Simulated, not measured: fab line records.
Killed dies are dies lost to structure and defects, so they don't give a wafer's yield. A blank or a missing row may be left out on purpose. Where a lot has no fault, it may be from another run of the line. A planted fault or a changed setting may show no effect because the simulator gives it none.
A lot that was struck, set against a sound lot + flow rit cmos + 15 out of 202 route steps
Sound: the wafers L249.1, L249.3, L249.6. Wafers struck: L252.2, L252.3, L252.4. The cause is named last.
At each step with rows: each side's tool, then ch and its chambers, then its first start. Under that, the readings that differ: sound wafers + struck wafers + difference of the means + sigmas: that difference in standard deviations of wafers without a fault.
alike: a reading whose means differ by less than 2 such deviations, as well as words and numbers matching on both sides. not compared: withheld readings; readings where some wafer has no value; bounds like >300 that might hide an equal value; numbers whose values overlap and for which the record gives no deviation.
The two part at a step that has a row with sigmas, a row that says differs or no value, or rows on one side only. Numbers that don't overlap but have no deviation are shown without sigmas and don't part them. A reading missing from all wafers of one side parts the sides only when that side holds two or more wafers.

first, 2 steps without rows for these wafers: RIT_NRETRO_HARDBAKE_07 (time 120 s); RIT_NRETRO_IMPLANT_08.
RIT_NRETRO_STRIP_09: strips in O2, time 180 s.
  sound on plasma asher-02 ch 0,1, day 4 08:25; struck on plasma asher-03 ch 0,1, day 4 22:29
  alike: drypump motor current A
  not compared: rf hours counter h
RIT_NRETRO_TW_MEAS_10:
  sound: film metro-01 at day 4 08:35; struck: film metro-01 at day 4 22:41
  alike: NRETRO_TW
then, 6 steps without rows for these wafers: RIT_PRETRO_HMDS_00 (prime time 60 s); RIT_PRETRO_COAT_01 (resist thk 1300 nm); RIT_PRETRO_SOFTBAKE_02 (time 60 s); RIT_PRETRO_EXPOSE_03 (exposes mask M5, target cd 43700 nm); RIT_PRETRO_PEB_04; RIT_PRETRO_DEVELOP_05 (develop time 68 s).
RIT_PRETRO_OVL_MEAS_06:
  sound: overlay-01 at day 4 09:35; struck: overlay-02 at day 4 23:44
  alike: PRETRO_OVL
then, 1 step without rows for these wafers: RIT_PRETRO_HARDBAKE_07 (time 120 s).
RIT_PRETRO_IMPLANT_08:
  sound on implanter-02 ch 0, day 4 09:52; struck on implanter-03 ch 0, day 5 00:02
| reading            | sound             | struck            | difference | sigmas |
|--------------------|-------------------|-------------------|------------|--------|
| tilt deg (degrees) | 6.981 7.011 6.999 | 5.274 5.263 5.269 | -1.728     | -82    |
  alike: beam energy keV
RIT_PRETRO_STRIP_09: strips in O2, time 180 s.
  sound on plasma asher-01 ch 0,1, day 4 10:01; struck on plasma asher-03 ch 0,1, day 5 00:10
  alike: drypump motor current A
  not compared: rf hours counter h
RIT_M1_PROBE_99:
  sound: prober-01 at day 5 17:12; struck: prober-02 at day 6 03:47
| reading                        | sound          | struck         | difference | sigmas |
|--------------------------------|----------------|----------------|------------|--------|
| model.etest.nldd.width nm (nm) | 3145 3161 3151 | 3170 3167 3183 | +21        |        |
  alike: killed at front end, killed dies, killed open, killed short
  not compared: model.etest.nplus sal.width nm, model.etest.pplus sal.width nm, model.etest.pldd.width nm

WHERE THEY PART
Only at RIT_PRETRO_IMPLANT_08, within this record. Later steps at which nothing parts them and some readings are alike: RIT_PRETRO_STRIP_09, RIT_M1_PROBE_99.

WHY: whatever the simulator had introduced
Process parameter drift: implanter-03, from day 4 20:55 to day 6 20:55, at RIT_PRETRO_IMPLANT_08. From 7, the setting tilt deg moved by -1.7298. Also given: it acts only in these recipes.
